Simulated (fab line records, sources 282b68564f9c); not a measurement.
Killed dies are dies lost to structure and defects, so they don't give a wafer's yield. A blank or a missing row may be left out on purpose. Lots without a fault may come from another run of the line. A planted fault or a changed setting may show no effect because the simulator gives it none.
fab line records | flow rit_cmos
record lots=14 wafers=42 last_day=7
route steps=202 shown NRETRO@62 PRETRO@73 GATE@81 NLDD@112 M1@202
lots that met no fault: from a run of the same line without faults
start_h: hours from the record's first day to the start of the lot's first wafer shown | wait_h: hours since the lot's step before | " the same as in the row above | L1.1+2: a row that stands for several wafers | - no value, or no start given | * or withheld: withheld | < > ~ a bound
route shown NAME@n: a module of which the file shows steps, and the number in the route of the first | usual: mean/standard deviation of fault-free wafers | same: alike in all rows | chamber/n: place in a boat | sites: the reading at each site | _std_site: their standard deviation | _edge_site: outer sites' mean less inner sites' | radius_mm: how far each site lies from the wafer's centre | mask NAME#n: copy n | behind: the tool/chamber that last shaped the wafer | hold: why the lot was held/for how many hours/how that ended | device: the transistor (n, p or np) that didn't switch | end of line: the same wafers' tests at the end of the route | a step without rows: its recipe alone | killed: dies lost to structure and defects at the first sort, not the wafer's yield | map: a wafer's dies, x killed, . not, _ none there
set.NAME: the setting as run; set.NAME@STEP: as run at that earlier step | model.NAME: the simulator's own value behind a step, which no gauge read
steps of the route over a sample of lots; a table a step, a row a wafer
services: from which hour (start_h, from the record's first day; less than 0 if before it) a tool's chamber was out of use, for how many hours, and why
## steps
# step RIT_NRETRO_STRIP_09
# recipe chemistry=O2 time_s=180 resist=NOVOLAK platen_temp_c=withheld power_w=500 pressure_mtorr=4000 o2_flow_sccm=4000
# usual chamber_pressure_mTorr=4000/3.6 drypump_motor_current_A=5.86/0.21
# columns lot.wafer tool chamber start_h wait_h chamber_pressure_mTorr drypump_motor_current_A rf_hours_counter_h
L734.2 plasma_asher-03 1 32.55 0.1 4000 5.98 26
L734.4 " 0 " " 4000 6.15 -
L734.6 " 0 " " 3999 6.18 -
L735.1 plasma_asher-01 1 38.25 0.1 4000 5.66 40
L735.3 " 1 " " 4004 5.68 -
L735.4 " 0 " " 4000 5.65 -
L736.3 plasma_asher-01 0 41.33 0.1 3995 5.65 -
L736.5 " 1 " " 3995 5.67 -
L736.6 " 0 " " 4003 5.69 -
L737.3 plasma_asher-01 0 46.26 0.1 3996 5.66 -
L737.4 " 1 " " 3999 5.69 -
L737.5 " 1 " " 3989 5.70 -
L739.3 plasma_asher-01 1 56.30 0.1 4004 5.70 -
L739.5 " 0 " " 4001 5.65 -
L739.6 " 1 " " 3995 5.66 -
L740.2 plasma_asher-01 0 61.45 0.1 3999 5.65 43
L740.4 " 0 " " 4002 5.65 -
L740.6 " 0 " " 4000 5.65 -
L741.1 plasma_asher-02 0 65.47 0.1 4005 6.03 43
L741.2 " 1 " " 4000 5.69 43
L741.3 " 1 " " 3998 5.69 -
L742.1 plasma_asher-02 1 73.99 0.1 3998 5.71 44
L742.5 " 1 " " 3994 5.72 -
L742.6 " 0 " " 4002 6.05 -
L746.1 plasma_asher-01 1 91.45 0.1 4002 5.66 46
L746.2 " 0 " " 3999 5.64 46
L746.5 " 0 " " 4004 5.65 -
L750.1 plasma_asher-03 1 111.70 0.1 3990 5.99 34
L750.2 " 0 " " 3997 6.17 34
L750.5 " 1 " " 4001 5.96 -
L751.1 plasma_asher-03 1 117.06 0.1 3998 5.96 35
L751.3 " 1 " " 4003 5.98 -
L751.5 " 1 " " 4003 5.96 -
L753.2 plasma_asher-01 0 134.81 0.1 4001 5.65 48
L753.3 " 1 " " 3998 5.66 -
L753.5 " 1 " " 4002 5.69 -
L754.1 plasma_asher-03 1 138.17 0.1 4002 5.98 37
L754.4 " 1 " " 4000 5.99 -
L754.5 " 0 " " 4002 6.14 -
L756.1 plasma_asher-03 1 142.53 0.1 3998 5.98 38
L756.5 " 1 " " 3996 5.95 -
L756.6 " 0 " " 3995 6.14 -
# step RIT_PRETRO_STRIP_09
# recipe chemistry=O2 time_s=180 resist=NOVOLAK platen_temp_c=withheld power_w=500 pressure_mtorr=4000 o2_flow_sccm=4000
# usual chamber_pressure_mTorr=4000/3.8 drypump_motor_current_A=5.97/0.26
# columns lot.wafer tool chamber start_h wait_h chamber_pressure_mTorr drypump_motor_current_A rf_hours_counter_h
L734.2 plasma_asher-03 0 34.10 0.1 4000 6.12 26
L734.4 " 0 " " 4000 6.15 -
L734.6 " 0 " " 4003 6.18 -
L735.1 plasma_asher-01 0 39.80 0.1 3999 5.64 40
L735.3 " 0 " " 4007 5.67 -
L735.4 " 1 " " 3999 5.64 -
L736.3 plasma_asher-03 0 44.83 0.1 4003 6.17 -
L736.5 " 1 " " 3999 5.98 -
L736.6 " 0 " " 4005 6.16 -
L737.3 plasma_asher-01 1 47.81 0.1 4000 5.68 -
L737.4 " 0 " " 3999 5.65 -
L737.5 " 0 " " 4007 5.66 -
L739.3 plasma_asher-01 0 57.90 0.1 3996 5.66 -
L739.5 " 1 " " 3999 5.65 -
L739.6 " 0 " " 4000 5.70 -
L740.2 plasma_asher-01 0 63.12 0.1 3996 5.65 43
L740.4 " 0 " " 4003 5.60 -
L740.6 " 0 " " 3997 5.65 -
L741.1 plasma_asher-04 1 67.08 0.1 3997 6.38 39
L741.2 " 0 " " 4003 6.04 39
L741.3 " 1 " " 3995 6.41 -
L742.1 plasma_asher-04 1 75.61 0.1 3995 6.43 40
L742.5 " 1 " " 3997 6.41 -
L742.6 " 0 " " 3995 6.04 -
L746.1 plasma_asher-01 1 93.00 0.1 4005 5.69 46
L746.2 " 0 " " 3999 5.65 46
L746.5 " 0 " " 3998 5.66 -
L750.1 plasma_asher-03 0 113.25 0.1 4002 6.15 34
L750.2 " 1 " " 4004 5.96 34
L750.5 " 0 " " 4003 6.15 -
L751.1 plasma_asher-04 0 118.61 0.1 4002 6.03 45
L751.3 " 0 " " 3994 6.07 -
L751.5 " 0 " " 4004 6.07 -
L753.2 plasma_asher-01 0 136.49 0.1 3999 5.65 49
L753.3 " 0 " " 4003 5.63 -
L753.5 " 0 " " 3998 5.63 -
L754.1 plasma_asher-03 0 139.89 0.1 3998 6.14 37
L754.4 " 1 " " 4002 5.96 -
L754.5 " 1 " " 3999 5.95 -
L756.1 plasma_asher-04 1 144.14 0.1 4002 6.43 48
L756.5 " 1 " " 4003 6.38 -
L756.6 " 0 " " 3996 6.05 -
# step RIT_GATE_OXIDATION_05
# recipe temp_c=900 ambient=O2 target_thk_a=30 ox_time_s=270
# usual spike_tc_centre_C=902.3/1.5 spike_tc_source_C=922.0/1.2
# columns lot.wafer tool chamber start_h wait_h spike_tc_centre_C spike_tc_source_C
L734.2 furnace-01 0 35.11 0.3 903.4 923.3
L734.4 " 0 " " 903.7 923.6
L734.6 " 0 " " 902.4 923.3
L735.1 furnace-04 0 41.32 0.9 904.5 920.5
L735.3 " 0 " " 901.7 922.3
L735.4 " 0 " " 902.5 922.8
L736.3 furnace-04 0 46.82 1.3 902.0 921.3
L736.5 " 0 " " 903.7 920.2
L736.6 " 0 " " 902.3 921.4
L737.3 furnace-04 0 49.46 1.0 903.1 920.4
L737.4 " 0 " " 902.5 920.8
L737.5 " 0 " " 901.5 920.9
L739.3 furnace-03 0 58.77 0.0 900.8 924.4
L739.5 " 0 " " 899.5 921.6
L739.6 " 0 " " 900.6 922.7
L740.2 furnace-01 0 63.89 0.0 903.7 920.9
L740.4 " 0 " " 903.8 923.6
L740.6 " 0 " " 905.1 924.2
L741.1 furnace-04 0 67.96 0.2 903.1 922.3
L741.2 " 0 " " 903.0 921.7
L741.3 " 0 " " 902.0 919.8
L742.1 furnace-04 0 76.62 0.3 900.6 921.4
L742.5 " 0 " " 902.0 920.4
L742.6 " 0 " " 901.4 920.7
L746.1 furnace-01 0 93.79 0.1 902.3 923.8
L746.2 " 0 " " 903.5 924.4
L746.5 " 0 " " 902.8 923.9
L750.1 furnace-01 0 119.30 5.4 904.3 922.3
L750.2 " 0 " " 903.7 922.5
L750.5 " 0 " " 902.5 924.4
L751.1 furnace-01 0 122.30 3.0 903.4 922.5
L751.3 " 0 " " 903.3 922.1
L751.5 " 0 " " 902.2 923.5
L753.2 furnace-04 0 139.76 2.6 902.8 922.0
L753.3 " 0 " " 902.6 922.8
L753.5 " 0 " " 900.5 919.9
L754.1 furnace-03 0 140.84 0.3 899.3 922.8
L754.4 " 0 " " 898.6 920.4
L754.5 " 0 " " 900.9 922.5
L756.1 furnace-04 0 144.86 0.1 901.7 921.9
L756.5 " 0 " " 903.7 920.9
L756.6 " 0 " " 901.0 919.6
# step RIT_NLDD_STRIP_09
# recipe chemistry=O2 time_s=180 resist=NOVOLAK platen_temp_c=withheld power_w=500 pressure_mtorr=4000 o2_flow_sccm=4000
# usual chamber_pressure_mTorr=4000/3.6 drypump_motor_current_A=5.91/0.27
# columns lot.wafer tool chamber start_h wait_h chamber_pressure_mTorr drypump_motor_current_A rf_hours_counter_h
L734.2 plasma_asher-04 0 46.79 0.1 3999 6.04 36
L734.4 " 1 " " 4001 6.39 -
L734.6 " 1 " " 4000 6.40 -
L735.1 plasma_asher-04 1 50.85 0.1 3997 6.39 37
L735.3 " 1 " " 4000 6.37 -
L735.4 " 0 " " 4000 6.03 -
L736.3 plasma_asher-02 1 58.05 0.1 4002 5.71 -
L736.5 " 0 " " 3995 6.04 -
L736.6 " 1 " " 4004 5.68 -
L737.3 plasma_asher-04 0 58.69 0.1 4009 6.06 -
L737.4 " 1 " " 4006 6.44 -
L737.5 " 1 " " 3999 6.42 -
L739.3 plasma_asher-04 0 68.95 0.1 3998 6.05 -
L739.5 " 1 " " 3995 6.37 -
L739.6 " 0 " " 4001 6.06 -
L740.2 plasma_asher-01 0 73.21 0.1 4004 5.65 44
L740.4 " 1 " " 3993 5.70 -
L740.6 " 0 " " 3999 5.66 -
L741.1 plasma_asher-04 1 77.99 0.1 3998 6.46 40
L741.2 " 0 " " 3996 6.04 40
L741.3 " 1 " " 3995 6.39 -
L742.1 plasma_asher-01 1 86.06 0.1 3997 5.70 45
L742.5 " 1 " " 4001 5.70 -
L742.6 " 0 " " 4002 5.65 -
L746.1 plasma_asher-04 0 103.67 0.1 4000 6.04 43
L746.2 " 1 " " 4007 6.40 43
L746.5 " 0 " " 3991 6.02 -
L750.1 plasma_asher-02 1 133.00 0.1 3999 5.71 1
L750.2 " 0 " " 3999 6.05 1
L750.5 " 0 " " 4001 6.04 -
L751.1 plasma_asher-01 1 133.28 0.1 4006 5.70 48
L751.3 " 1 " " 3998 5.68 -
L751.5 " 1 " " 4000 5.71 -
L753.2 plasma_asher-01 1 151.06 0.1 4001 5.70 50
L753.3 " 0 " " 3996 5.66 -
L753.5 " 1 " " 4000 5.68 -
L754.1 plasma_asher-02 0 151.19 0.1 4005 6.04 3
L754.4 " 1 " " 4003 5.71 -
L754.5 " 1 " " 3998 5.71 -
L756.1 plasma_asher-01 0 159.28 0.1 4007 5.64 51
L756.5 " 1 " " 4002 5.68 -
L756.6 " 0 " " 3998 5.66 -
# step RIT_M1_PROBE_99
# usual killed_at_M0_to_M3=0.0/0.12 killed_at_contacts=0.0/0.2 killed_at_front_end=6.6/2.8 killed_dies=6.6/2.8 killed_on_rim=1.8/1.2 killed_open=3.3/1.9 killed_short=3.2/1.8
# same gross_dies=264 killed_at_M4_up=0 killed_at_back_side=0 killed_at_other=0
# columns lot.wafer tool chamber start_h wait_h hold killed_at_M0_to_M3 killed_at_contacts killed_at_front_end killed_dies killed_on_rim killed_open killed_short
L734.2 prober-02 - 62.46 0.1 - 0 0 6 6 1 4 2
L734.4 prober-02 - 62.56 0.2 - 0 0 8 8 1 5 3
L734.6 prober-02 - 62.66 0.2 - 0 0 7 7 3 4 3
L735.1 prober-01 - 66.58 0.1 - 0 0 6 6 3 2 4
L735.3 prober-01 - 66.68 0.2 - 0 0 2 2 0 0 2
L735.4 prober-01 - 66.73 0.2 - 1 0 10 11 4 3 7
L736.3 prober-02 - 73.69 0.2 - 0 0 2 2 0 0 2
L736.5 prober-02 - 73.79 0.2 - 0 0 10 10 1 3 7
L736.6 prober-02 - 73.84 0.2 - 0 0 5 5 2 3 2
L737.3 prober-01 - 75.19 0.2 - 0 0 6 6 0 1 5
L737.4 prober-01 - 75.24 0.2 - 0 0 6 6 2 3 3
L737.5 prober-01 - 75.29 0.2 - 0 0 9 9 1 7 2
L739.3 prober-01 - 84.91 0.2 - 0 0 9 9 2 4 5
L739.5 prober-01 - 85.01 0.2 - 0 0 10 10 3 6 4
L739.6 prober-01 - 85.06 0.2 - 0 0 8 8 3 3 5
L740.2 prober-02 - 88.72 0.1 - 0 0 8 8 4 4 4
L740.4 prober-02 - 88.82 0.2 - 0 0 8 8 1 3 5
L740.6 prober-02 - 88.92 0.2 - 0 1 10 11 2 5 6
L741.1 prober-01 - 93.23 0.1 - 0 0 6 6 2 3 3
L741.2 prober-01 - 93.28 0.1 - 0 0 9 9 4 4 5
L741.3 prober-01 - 93.33 0.2 - 0 0 5 5 1 2 2
L742.1 prober-02 - 102.82 0.1 - 0 1 3 4 1 3 1
L742.5 prober-02 - 103.02 0.2 - 0 0 6 6 2 3 3
L742.6 prober-02 - 103.07 0.2 - 0 0 2 2 1 1 1
L746.1 prober-02 - 119.42 0.1 - 0 0 10 10 2 5 5
L746.2 prober-02 - 119.47 0.1 - 0 0 7 7 3 3 4
L746.5 prober-02 - 119.62 0.2 - 0 0 5 5 1 3 2
L750.1 prober-02 - 148.21 0.1 await_dispo/5.4h/release 0 0 96 96 28 1 4
L750.2 prober-02 - 148.26 0.1 await_dispo/5.4h/release 0 0 109 109 26 5 3
L750.5 prober-02 - 148.41 0.2 await_dispo/5.4h/release 0 0 117 117 35 3 4
L751.1 prober-01 - 149.71 0.1 await_dispo/2.0h/release 0 0 113 113 29 1 1
L751.3 prober-01 - 149.81 0.2 await_dispo/2.0h/release 0 0 123 123 28 1 3
L751.5 prober-01 - 149.91 0.2 await_dispo/2.0h/release 0 0 108 108 30 6 1
L753.2 prober-01 - 166.19 0.1 - 0 1 7 8 1 3 5
L753.3 prober-01 - 166.24 0.2 - 0 0 3 3 1 1 2
L753.5 prober-01 - 166.34 0.2 - 0 0 8 8 3 4 4
L754.1 prober-02 - 167.64 0.1 - 0 0 3 3 1 2 1
L754.4 prober-02 - 167.79 0.2 - 0 0 8 8 4 4 4
L754.5 prober-02 - 167.84 0.2 - 0 0 1 1 0 1 0
L756.1 prober-02 - 174.75 0.1 - 0 0 8 8 4 4 4
L756.5 prober-02 - 174.95 0.2 - 0 0 8 8 2 3 5
L756.6 prober-02 - 175.00 0.2 - 0 0 4 4 1 2 2
# killed by level:class
L734.2 SPACER:geometric_particle:open=2 SILICIDE:geometric_particle:open=2 FOX1:geometric_particle:short=1 GATE:geometric_particle:short=1
L734.4 FOX1:geometric_particle:open=2 SPACER:geometric_particle:short=2 SPACER:geometric_particle:open=2 FOX2:geometric_particle:open=1 SILICIDE:geometric_particle:short=1
L734.6 FOX1:geometric_particle:open=2 ACTIVE:geometric_particle:open=1 FOX1:geometric_particle:short=1 GATE:geometric_particle:short=1 GATE:geometric_particle:open=1 SPACER:geometric_particle:short=1
L735.1 GATE:geometric_particle:short=2 GATE:geometric_particle:open=1 REOX:geometric_particle:short=1 SPACER:geometric_particle:open=1 SPACER:geometric_particle:short=1
L735.3 GATE:geometric_particle:short=2
L735.4 REOX:geometric_particle:short=3 GATE:geometric_particle:short=2 REOX:geometric_particle:open=2 SILICIDE:geometric_particle:short=2 SILICIDE:geometric_particle:open=1 M1:coat_microbubble_printed=1
L736.3 GATE:geometric_particle:short=1 SPACER:geometric_particle:short=1
L736.5 GATE:geometric_particle:short=3 GATE:geometric_particle:open=2 SPACER:geometric_particle:short=2 SILICIDE:geometric_particle:short=2 SILICIDE:geometric_particle:open=1
L736.6 FOX1:geometric_particle:short=1 FOX1:geometric_particle:open=1 GATE:geometric_particle:open=1 GATE:geometric_particle:short=1 SPACER:geometric_particle:open=1
L737.3 FOX1:geometric_particle:short=2 GATE:geometric_particle:short=2 REOX:geometric_particle:open=1 SPACER:geometric_particle:short=1
L737.4 GATE:geometric_particle:open=2 SPACER:geometric_particle:short=2 GATE:geometric_particle:short=1 SPACER:geometric_particle:open=1
L737.5 GATE:geometric_particle:open=4 ACTIVE:geometric_particle:open=1 FOX1:geometric_particle:short=1 FOX1:geometric_particle:open=1 GATE:geometric_particle:short=1 SILICIDE:geometric_particle:open=1
L739.3 FOX1:geometric_particle:open=2 GATE:geometric_particle:open=2 SPACER:geometric_particle:short=2 FOX1:geometric_particle:short=1 GATE:geometric_particle:short=1 REOX:geometric_particle:short=1
L739.5 FOX1:geometric_particle:open=4 GATE:geometric_particle:short=2 FOX1:geometric_particle:short=1 REOX:geometric_particle:open=1 SILICIDE:geometric_particle:open=1 SILICIDE:geometric_particle:short=1
L739.6 GATE:geometric_particle:open=2 FOX1:geometric_particle:short=1 FOX2:geometric_particle:short=1 GATE:geometric_particle:short=1 REOX:geometric_particle:short=1 SILICIDE:geometric_particle:open=1 SILICIDE:geometric_particle:short=1
L740.2 FOX2:geometric_particle:open=2 FOX1:geometric_particle:short=1 FOX2:geometric_particle:short=1 GATE:geometric_particle:open=1 REOX:geometric_particle:short=1 SPACER:geometric_particle:short=1 SPACER:geometric_particle:open=1
L740.4 SPACER:geometric_particle:short=3 FOX2:geometric_particle:open=2 FOX2:geometric_particle:short=1 SPACER:geometric_particle:open=1 SILICIDE:geometric_particle:short=1
L740.6 SPACER:geometric_particle:open=2 FOX1:geometric_particle:open=1 FOX2:geometric_particle:open=1 FOX2:geometric_particle:short=1 GATE:geometric_particle:short=1 REOX:geometric_particle:short=1 SILICIDE:geometric_particle:open=1 SPACER:geometric_particle:short=1
L741.1 FOX1:geometric_particle:short=2 GATE:geometric_particle:open=2 FOX2:geometric_particle:short=1 SILICIDE:geometric_particle:open=1
L741.2 SPACER:geometric_particle:open=3 FOX1:geometric_particle:short=2 FOX2:geometric_particle:short=1 FOX2:geometric_particle:open=1 REOX:geometric_particle:short=1 SILICIDE:geometric_particle:short=1
L741.3 GATE:geometric_particle:open=2 GATE:geometric_particle:short=1 REOX:geometric_particle:short=1 NWELL:coat_microbubble_printed=1
L742.1 FOX1:geometric_particle:open=1 FOX2:geometric_particle:short=1 SPACER:geometric_particle:open=1 CONTACT:geometric_particle:open=1
L742.5 GATE:geometric_particle:short=2 GATE:geometric_particle:open=2 FOX1:geometric_particle:open=1 FOX1:geometric_particle:short=1
L742.6 REOX:geometric_particle:open=1 SPACER:geometric_particle:short=1
L746.1 GATE:geometric_particle:open=4 SPACER:geometric_particle:short=3 FOX1:geometric_particle:short=1 FOX2:geometric_particle:open=1 GATE:geometric_particle:short=1
L746.2 GATE:geometric_particle:short=3 FOX1:geometric_particle:open=1 FOX2:geometric_particle:short=1 FOX2:geometric_particle:open=1 SILICIDE:geometric_particle:open=1
L746.5 FOX2:geometric_particle:open=1 FOX2:geometric_particle:short=1 GATE:geometric_particle:open=1 SPACER:geometric_particle:short=1 SILICIDE:geometric_particle:open=1
L750.1 GATE:unspecified=91 GATE:geometric_particle:short=3 FOX2:geometric_particle:open=1 REOX:geometric_particle:short=1
L750.2 GATE:unspecified=101 GATE:geometric_particle:short=2 SILICIDE:geometric_particle:open=2 FOX2:geometric_particle:open=1 GATE:geometric_particle:open=1 REOX:geometric_particle:short=1 SPACER:geometric_particle:open=1
L750.5 GATE:unspecified=110 GATE:geometric_particle:open=2 GATE:geometric_particle:short=2 SPACER:geometric_particle:short=2 REOX:geometric_particle:open=1
L751.1 GATE:unspecified=111 ACTIVE:geometric_particle:open=1 GATE:geometric_particle:short=1
L751.3 GATE:unspecified=119 GATE:geometric_particle:short=3 SPACER:geometric_particle:open=1
L751.5 GATE:unspecified=101 GATE:geometric_particle:open=3 SPACER:geometric_particle:open=3 REOX:geometric_particle:short=1
L753.2 GATE:geometric_particle:short=3 FOX1:geometric_particle:short=1 FOX1:geometric_particle:open=1 GATE:geometric_particle:open=1 REOX:geometric_particle:short=1 CONTACT:geometric_particle:open=1
L753.3 GATE:geometric_particle:short=2 GATE:geometric_particle:open=1
L753.5 GATE:geometric_particle:short=2 SPACER:geometric_particle:open=2 FOX2:geometric_particle:open=1 FOX2:geometric_particle:short=1 REOX:geometric_particle:open=1 SPACER:geometric_particle:short=1
L754.1 GATE:geometric_particle:open=1 REOX:geometric_particle:open=1 SPACER:geometric_particle:short=1
L754.4 GATE:geometric_particle:open=2 SILICIDE:geometric_particle:short=2 FOX2:geometric_particle:open=1 GATE:geometric_particle:short=1 REOX:geometric_particle:short=1 SPACER:geometric_particle:open=1
L754.5 SILICIDE:geometric_particle:open=1
L756.1 SPACER:geometric_particle:short=2 SPACER:geometric_particle:open=2 GATE:geometric_particle:open=1 REOX:geometric_particle:short=1 REOX:geometric_particle:open=1 SILICIDE:geometric_particle:short=1
L756.5 GATE:geometric_particle:short=2 GATE:geometric_particle:open=2 FOX1:geometric_particle:short=1 REOX:geometric_particle:short=1 SPACER:geometric_particle:short=1 SPACER:geometric_particle:open=1
L756.6 GATE:geometric_particle:open=2 REOX:geometric_particle:short=1 SPACER:geometric_particle:short=1
## services
# columns tool chamber start_h hours kind
plasma_asher-02 - 9.44 1.0 repair
furnace-04 - 9.82 4.0 pm
furnace-03 - 18.86 3.1 pm
plasma_asher-02 - 47.67 6.0 repair
plasma_asher-03 - 57.27 5.9 repair
plasma_asher-02 - 77.79 6.2 repair
plasma_asher-01 - 105.85 1.3 repair
furnace-04 - 108.32 15.8 pm
plasma_asher-01 - 108.39 19.9 repair
plasma_asher-02 - 108.75 9.0 pm
plasma_asher-02 0 108.75 9.0 vent_cycle
plasma_asher-02 1 108.75 9.0 vent_cycle
plasma_asher-02 0 117.75 - clean
plasma_asher-02 1 117.75 - clean
furnace-01 - 144.96 2.9 pm
furnace-03 - 149.14 3.8 pm
## key
first_sign step=RIT_M1_PROBE_99 reading=killed_at_front_end direction=up sigmas=37 usual=6.6 struck=111
effect step=RIT_M1_PROBE_99 reading=killed_dies direction=up sigmas=37 usual=6.6 struck=111
met_at RIT_GATE_OXIDATION_05
struck_lots L750,L751
tester_left_out L750,L751
not_acting_at RIT_NRETRO_STRIP_09,RIT_PRETRO_STRIP_09,RIT_NLDD_STRIP_09
onset_between 93.79 119.30
fault kind=chamber_particle_source tool=furnace-01 chamber=- onset_h=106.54 steps=RIT_GATE_OXIDATION_05 rate_per_visit_cm2=1.0013 end_h=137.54
# tester_left_out: of these lots the tester's yield and bins aren't shown, on N5 and GAA mostly nor the transistor test; their killed dies are dies lost to structure and defects alone, not to doping, threshold or leakage, so they don't give the yield
